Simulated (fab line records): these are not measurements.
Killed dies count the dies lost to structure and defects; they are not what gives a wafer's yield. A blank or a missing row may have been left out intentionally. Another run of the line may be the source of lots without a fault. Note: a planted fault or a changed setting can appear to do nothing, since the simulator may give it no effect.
What tool caused it? / flow berkeleyCmos170 / 7 lots, 21 wafers sampled, at 2 steps of a route of 331

WHAT EACH GAUGE READ, for each wafer
UCB170_PFIELD_TW_MEAS_09.
lot=L518; measured=day 5 06:27; on=filmMetro-01; PFIELD_TW=598.6 597.5 598.1
lot=L521; measured=day 5 22:41; on=filmMetro-04; PFIELD_TW=598.1 595.1 595.9
lot=L524; measured=day 6 13:38; on=filmMetro-01; PFIELD_TW=596.8 597.3 595.0
lot=L526; measured=day 6 23:38; on=filmMetro-02; PFIELD_TW=590.4 591.2 591.2
lot=L534; measured=day 8 19:12; on=filmMetro-01; PFIELD_TW=599.9 598.4 596.5
lot=L533; measured=day 8 19:29; on=filmMetro-02; PFIELD_TW=560.7 560.9 563.5
lot=L535; measured=day 9 10:19; on=filmMetro-04; PFIELD_TW=594.0 595.4 590.3

WHAT TOOL EACH LOT RAN ON (gives the tool, then ch and the chambers of the sampled wafers, and finally the start)
lot=L518; UCB170_PFIELD_IMPLANT_07=implanter-04 ch 0, day 5 06:12
lot=L521; UCB170_PFIELD_IMPLANT_07=implanter-01 ch 0, day 5 22:28
lot=L524; UCB170_PFIELD_IMPLANT_07=implanter-01 ch 0, day 6 13:25
lot=L526; UCB170_PFIELD_IMPLANT_07=implanter-03 ch 0, day 6 23:23
lot=L534; UCB170_PFIELD_IMPLANT_07=implanter-04 ch 0, day 8 18:58
lot=L533; UCB170_PFIELD_IMPLANT_07=implanter-01 ch 0, day 8 19:16
lot=L535; UCB170_PFIELD_IMPLANT_07=implanter-04 ch 0, day 9 10:05
- UCB170_PFIELD_IMPLANT_07

THE ANSWER, worked out from the rows above alone
Rule: usual is defined by the lots themselves. The widest of any qualifying gaps counts: lots, ordered by their means at a reading, are off when they make up no more than a third of the lots, leave a main group of 4 or more, and stand apart from it by 3 or more times the standard deviation of that group's means. The tables above print the reading to a certain number of digits; a main group whose means all agree to those digits is not used. A lot without any number at a reading at which 4 lots or more have one is off too. The other lots that the step has rows for count as sound.
Off: L533, at UCB170_PFIELD_TW_MEAS_09 (PFIELD_TW). Main group: mean 595.5, sd 2.6.
A tool fits if, at a process step before that reading, it ran every lot that is off, and no sound lot after the first of them. Those tools and the gauges at UCB170_PFIELD_TW_MEAS_09 are tried in the same way. This does not decide it: 2 tools fit, namely implanter-01 at UCB170_PFIELD_IMPLANT_07 and filmMetro-02 at UCB170_PFIELD_TW_MEAS_09.

WHAT THE SIMULATOR HAD INSERTED
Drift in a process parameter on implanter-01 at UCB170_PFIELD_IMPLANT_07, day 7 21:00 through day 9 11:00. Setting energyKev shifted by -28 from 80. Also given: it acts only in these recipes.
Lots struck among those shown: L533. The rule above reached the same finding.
